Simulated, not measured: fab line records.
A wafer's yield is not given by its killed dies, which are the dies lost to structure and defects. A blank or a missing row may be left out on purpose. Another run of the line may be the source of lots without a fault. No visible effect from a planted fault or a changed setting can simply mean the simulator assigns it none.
Matching of chambers :: flow berkeley_cmos170 :: UCB170_FIELD_WET_ETCH_04 on wet_bench-04 has 3 sister chambers
The step etches SiO2 in dHF, time 60 s. 14 wafers are shown with their chamber, then 7 later ones without.

== WAFERS PAIRED WITH THEIR CHAMBERS ==
wafer: L164.3
chamber: 0
run_length_s (s): 87.3
bath_heat_duty_pct (%): 7.1

wafer: L164.5
chamber: 0
run_length_s (s): 87.3
bath_heat_duty_pct (%): 6.5

wafer: L164.6
chamber: 0
run_length_s (s): 87.3
bath_heat_duty_pct (%): 6.9

wafer: L168.1
chamber: 2
run_length_s (s): 84.1
bath_heat_duty_pct (%): 6.8

wafer: L168.2
chamber: 2
run_length_s (s): 84.1
bath_heat_duty_pct (%): 7.4

wafer: L168.3
chamber: 2
run_length_s (s): 84.1
bath_heat_duty_pct (%): 6.8

wafer: L175.2
chamber: 0
run_length_s (s): 86.4
bath_heat_duty_pct (%): 5.8

wafer: L175.3
chamber: 0
run_length_s (s): 86.4
bath_heat_duty_pct (%): 5.7

wafer: L175.4
chamber: 0
run_length_s (s): 86.4
bath_heat_duty_pct (%): 6.5

wafer: L177.2
chamber: 3
run_length_s (s): 90.8
bath_heat_duty_pct (%): 6.0

wafer: L177.4
chamber: 3
run_length_s (s): 90.8
bath_heat_duty_pct (%): 5.6

wafer: L177.5
chamber: 3
run_length_s (s): 90.8
bath_heat_duty_pct (%): 6.0

wafer: L183.2
chamber: 0
run_length_s (s): 86.3
bath_heat_duty_pct (%): 6.5

wafer: L183.3
chamber: 0
run_length_s (s): 86.3
bath_heat_duty_pct (%): 6.3

SIGNATURES (means of the wafers above)
reading: run_length_s
chamber 0: 86.713
chamber 2: 84.100
chamber 3: 90.800
scatter within a chamber: 0.389

reading: bath_heat_duty_pct
chamber 0: 6.412
chamber 2: 7.000
chamber 3: 5.867
scatter within a chamber: 0.424
Rule: a wafer lies at a distance from a chamber equal to the root of the sum of squares, over the readings, of (its reading less the chamber's mean, divided by the reading's scatter). If the next closest chamber is less than 2 further off than the closest, the wafer can't be placed; otherwise it belongs to the closest. The scatter: take each reading less its chamber's mean, square it, sum over the shown wafers, divide by the number of wafers less the number of chambers, and take the root.

== WAFERS WITHOUT THEIR CHAMBER ==
wafer: L183.4
run_length_s (s): 86.3
bath_heat_duty_pct (%): 6.0

wafer: L184.2
run_length_s (s): 84.6
bath_heat_duty_pct (%): 8.4

wafer: L184.4
run_length_s (s): 84.6
bath_heat_duty_pct (%): 7.6

wafer: L184.6
run_length_s (s): 84.6
bath_heat_duty_pct (%): 7.8

wafer: L186.3
run_length_s (s): 87.2
bath_heat_duty_pct (%): 6.7

wafer: L186.5
run_length_s (s): 87.2
bath_heat_duty_pct (%): 6.8

wafer: L186.6
run_length_s (s): 87.2
bath_heat_duty_pct (%): 6.2

== CHAMBER TAKEN BY EACH ==
wafer: L183.4
from the rows above: 0
in truth: 0

wafer: L184.2
from the rows above: 2
in truth: 2

wafer: L184.4
from the rows above: 2
in truth: 2

wafer: L184.6
from the rows above: 2
in truth: 2

wafer: L186.3
from the rows above: 0
in truth: 0

wafer: L186.5
from the rows above: 0
in truth: 0

wafer: L186.6
from the rows above: 0
in truth: 0
Placed correctly: 7 of 7. Not placeable from these rows: 0. Wrongly placed: 0.
